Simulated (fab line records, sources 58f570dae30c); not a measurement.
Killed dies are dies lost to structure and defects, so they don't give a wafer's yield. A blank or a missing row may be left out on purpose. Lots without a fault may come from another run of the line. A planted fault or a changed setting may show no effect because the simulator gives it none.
Split-lot experiment | flow berkeley_cmos170 | 5 lots, 23 wafers read, on a route of 331 steps

THE SPLIT
At UCB170_ZERO_COAT_01 (resist thk 900 nm), the setting spin_rpm was moved away from the recipe's 1500 rpm on 7 of the 23 wafers read, by -3.3% to +2.5%. The other wafers ran this setting at the recipe's value.

The reading is taken at the split's own step.

THE READING
KrF_of_ZERO_COAT_01.thk_nm (the simulator's own value, which no gauge read), in nm, at UCB170_ZERO_COAT_01 (resist thk 900 nm). The file gives no usual value for it. The 16 wafers here that ran the recipe average 900.1 nm, standard deviation 3.3 nm.

wafer  | tool, chamber at the split | spin_rpm as run, rpm | against the recipe | KrF_of_ZERO_COAT_01.thk_nm, nm | against lot-mates on the recipe
L074.1 | litho_track-01, 0          | 1538                 | +2.5%              | 884.5                          | -10.0
L074.2 | litho_track-01, 0          | 1500                 | recipe             | 895.5                          | -
L074.3 | litho_track-01, 0          | 1500                 | recipe             | 893.6                          | -
L074.4 | litho_track-01, 0          | 1538                 | +2.5%              | 885.2                          | -9.3
L074.6 | litho_track-01, 0          | 1500                 | recipe             | 894.5                          | -
L079.3 | litho_track-01, 0          | 1500                 | recipe             | 899                            | -
L079.4 | litho_track-01, 0          | 1500                 | recipe             | 898.2                          | -
L079.5 | litho_track-01, 0          | 1500                 | recipe             | 900.9                          | -
L081.1 | litho_track-02, 0          | 1455                 | -3.0%              | 915                            | +13.1
L081.2 | litho_track-02, 0          | 1500                 | recipe             | 901.8                          | -
L081.3 | litho_track-02, 0          | 1500                 | recipe             | 902                            | -
L081.5 | litho_track-02, 0          | 1455                 | -3.0%              | 917.5                          | +15.6
L081.6 | litho_track-02, 0          | 1455                 | -3.0%              | 914.6                          | +12.7
L082.1 | litho_track-02, 0          | 1500                 | recipe             | 905.4                          | -
L082.2 | litho_track-02, 0          | 1451                 | -3.3%              | 915.6                          | +13.4
L082.4 | litho_track-02, 0          | 1500                 | recipe             | 902.8                          | -
L082.5 | litho_track-02, 0          | 1500                 | recipe             | 898.3                          | -
L082.6 | litho_track-02, 0          | 1451                 | -3.3%              | 919                            | +16.8
L085.1 | litho_track-02, 0          | 1500                 | recipe             | 902                            | -
L085.2 | litho_track-02, 0          | 1500                 | recipe             | 901.1                          | -
L085.3 | litho_track-02, 0          | 1500                 | recipe             | 902.2                          | -
L085.5 | litho_track-02, 0          | 1500                 | recipe             | 903.9                          | -
L085.6 | litho_track-02, 0          | 1500                 | recipe             | 901.2                          | -

THE FIT
A straight line over all 23 wafers: KrF_of_ZERO_COAT_01.thk_nm changes by -5.43 nm for each +1% of spin_rpm; r = -0.95; the points scatter about the line by 3 nm.
The same after taking each lot's own level away (the mean of its wafers on the recipe; 23 wafers): -4.4 nm for each +1%; r = -0.98; scatter 1.6 nm.
On that fit, the largest move of spin_rpm shifts the reading by 14 nm.
The lots' own levels span 894.53 to 902.17 nm, that is 2.3 times the standard deviation above.
So the lot-to-lot level changes the slope: the two fits differ.
Check: with one of the wafers moved furthest among these (-3.3%) left out of the fit, the line predicts +14.9 nm for it against its lot-mates. It came out at +13.4 nm against them.

THE WHOLE CHAIN: every reading that the file lists as answering this split, in the file's order
step                 | what it does      | reading                                                                     | change (the file's fit)              | r (the file's)
UCB170_ZERO_COAT_01  | resist thk 900 nm | KrF_of_ZERO_COAT_01.thk_nm (the simulator's own value, which no gauge read) | -4.43 nm for each +1% of the setting | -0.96
UCB170_ZERO_STRIP_07 | strips in O2      | strip_time_to_endpoint_s                                                    | withheld for each +1% of the setting | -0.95

THE FILE'S OWN FIT
KrF_of_ZERO_COAT_01.thk_nm changes by -4.43 nm for each +1% of spin_rpm, r = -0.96.
